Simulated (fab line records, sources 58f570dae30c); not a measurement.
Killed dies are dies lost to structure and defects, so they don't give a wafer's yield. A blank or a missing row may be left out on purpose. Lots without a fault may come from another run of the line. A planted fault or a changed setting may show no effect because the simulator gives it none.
Problem report in the 8D (eight disciplines) form, filled by code | flow berkeley_cmos170 | the parts of the form that need people (team, actions taken, sign-off) are left out

1. THE PROBLEM
bias_w at UCB170_GATE_ETCH_15 reads a mean of 232.1 W on 6 wafers of 2 lots; wafers without a fault read 150.0 W with a standard deviation of 0.47. That is +99 or more standard deviations from the usual mean.
The step: etches poly-Si in HBr/Cl2, stops on SiO2, time 56.3 s, target depth 278.2 nm.
First seen on wafer L305.2, day 9 00:52, on rie_si-02. The record holds 18 wafers of 6 lots with a number at this step. Rule for "out", or "out of limits": more than 4 standard deviations from the usual mean. The other wafers with a number count as sound.

2. WHAT IT IS AND WHAT IT IS NOT
question                    | is                     | is not
which readings at this step | bias_w                 | drypump_motor_current_A, mfc_cl2_sccm, oes_product_au, throttle_valve_pct
which lots                  | L305, L307             | L292, L295, L300, L308
which wafers of those lots  | all that have a number | -
read on which tools         | rie_si-02              | rie_si-01
when                        | from day 9 00:52       | up to then (9 sound wafers); but 3 sound wafers of L308 came after

3. SUSPECTS, AND WHAT RULES EACH OUT
Counting: a tool at a process step up to the reading stays a suspect if it ran every lot that is out and no sound lot after the first of them.
- rie_si-02 at UCB170_GATE_ETCH_15 (etches poly-Si in HBr/Cl2, stops on SiO2, time 56.3 s, target depth 278.2 nm): kept. It ran every lot that is out, first L305 (day 9 00:52), and no sound lot after that; its last sound lot up to then is L300 (day 7 16:41). Its own readings are out on those wafers: bias_w.
Left after counting: rie_si-02 at UCB170_GATE_ETCH_15.

4. THE CAUSE (what the simulator had put in)
Process parameter drift: rie_si-02, from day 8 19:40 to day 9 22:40, at UCB170_GATE_ETCH_15. Setting bias_w, moved by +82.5, from 150.
Counting left only this tool.

5. THE CHAIN OF EFFECTS, in route order
Each row: a reading whose mean over the struck wafers that have a number lies more than 3 standard deviations from the usual. Only readings for which the record gives a usual standard deviation are gone through. hours: the time from each lot's start at the first step in this table that gives one to its start at this step, as a median over the lots. sigmas: the change in usual standard deviations.
hours | step                | reading | usual   | on struck wafers | change | sigmas
0     | UCB170_GATE_ETCH_15 | bias_w  | 150.0 W | 232.1            | +82.1  | +99 or more
The process steps in it:
- UCB170_GATE_ETCH_15: etches poly-Si in HBr/Cl2, stops on SiO2, time 56.3 s, target depth 278.2 nm.

6. WHAT WOULD HAVE CAUGHT IT SOONER
In this record the first reading out of limits was taken at day 9 00:52, 5 hours after the fault began at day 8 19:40.
